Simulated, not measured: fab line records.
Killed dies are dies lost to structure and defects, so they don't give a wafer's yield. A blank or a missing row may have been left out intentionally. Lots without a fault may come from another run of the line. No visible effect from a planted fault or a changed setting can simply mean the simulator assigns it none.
The tool behind it: which one? | flow berkeleyCmos170 | 39 wafers sampled from 13 lots at 1 step of a route of 331

== WHAT EACH GAUGE READ, for each wafer ==
Not one reading of a measure or inspect step in the record can be checked against a usual standard deviation.

== TOOL THAT RAN EACH LOT (tool first, then ch and the chambers of the sampled wafers, then the start) ==
lot  | UCB170_M1_ETCH_11
L800 | rieDiel-03 ch 0,1,3, day 8 20:25
L801 | rieDiel-02 ch 0,1,3, day 8 20:49
L803 | rieDiel-02 ch 0,1,3, day 9 12:13
L805 | rieDiel-04 ch 0,2,3, day 9 13:16
L806 | rieDiel-02 ch 0,1,3, day 9 17:12
L809 | rieDiel-04 ch 0,3, day 10 06:00
L807 | rieDiel-03 ch 0,3, day 10 07:22
L817 | rieDiel-03 ch 0,2,3, day 12 12:01
L818 | rieDiel-02 ch 1,2, day 12 12:44
L816 | rieDiel-04 ch 1,2,3, day 12 13:00
L819 | rieDiel-02 ch 0,2,3, day 12 13:16
L820 | rieDiel-03 ch 0,2, day 12 14:03
L821 | rieDiel-02 ch 1,2, day 12 16:42
- UCB170_M1_ETCH_11: etches BARC in N2/H2.

== AS READ BY THE TOOLS THEMSELVES (means over the sampled wafers that have a number; for cases with no such wafer, the mark the record gives instead) ==
UCB170_M1_ETCH_11.
lot  | tool       | drypumpMotorCurrentA (A) | oesProductAu (a.u.) | throttleValvePct (%)
L800 | rieDiel-03 | 5.9                      | 1.016               | 13.18
L801 | rieDiel-02 | 5.6                      | 1.003               | 13.29
L803 | rieDiel-02 | 5.6                      | 1.009               | 13.30
L805 | rieDiel-04 | 5.7                      | 0.993               | 13.28
L806 | rieDiel-02 | 5.6                      | 1.007               | 13.30
L809 | rieDiel-04 | 5.5                      | 0.983               | 13.30
L807 | rieDiel-03 | 5.7                      | 1.010               | 13.17
L817 | rieDiel-03 | 6.0                      | 0.998               | 13.20
L818 | rieDiel-02 | 6.1                      | 1.009               | 13.23
L816 | rieDiel-04 | 5.8                      | 1.076               | 13.22
L819 | rieDiel-02 | 6.0                      | 0.996               | 13.17
L820 | rieDiel-03 | 5.7                      | 0.997               | 13.09
L821 | rieDiel-02 | 6.1                      | 1.001               | 13.24

== THE ANSWER, worked out from the rows above alone ==
Rule: usual is defined by the lots themselves. The widest of any qualifying gaps counts: lots, ordered by their means at a reading, are off when they make up no more than a third of the lots, leave a main group of 4 or more, and stand apart from it by 3 or more times the standard deviation of that group's means. A main group whose means are all the same, to the digits that the tables above print for the reading, isn't used. A lot without any number at a reading at which 4 lots or more have one is off too. Any other lot the step has rows for is counted as sound. After the gauges, taken in route order, come the tools' own readings; for these a lot's mean is taken, as printed above. At the first step where some lot is off, the reading lying furthest off is the one used; lots without a number count as furthest.
Off, at UCB170_M1_ETCH_11 on oesProductAu: L816. Main group: mean 1.002 a.u., sd 0.0087.
If a tool, at that step or one of the process steps before it, ran each lot that is off and ran no sound lot following the first of them, it fits. One fits: UCB170_M1_ETCH_11 on rieDiel-04. Its last sound lot is L809 (day 10 06:00), its first lot that is off L816 (day 12 13:00): a fault that began between those two fits.
On the lots that are off, the tool's own readings at UCB170_M1_ETCH_11 differ by more than 5 times the standard deviation of the sound lots' means, which bears it out; oesProductAu reads 1.076 a.u. there versus 1.002 a.u. on the sound lots.

== WHAT THE SIMULATOR HAD PUT IN ==
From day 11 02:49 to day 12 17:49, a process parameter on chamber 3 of rieDiel-04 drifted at UCB170_M1_ETCH_11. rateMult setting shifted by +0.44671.
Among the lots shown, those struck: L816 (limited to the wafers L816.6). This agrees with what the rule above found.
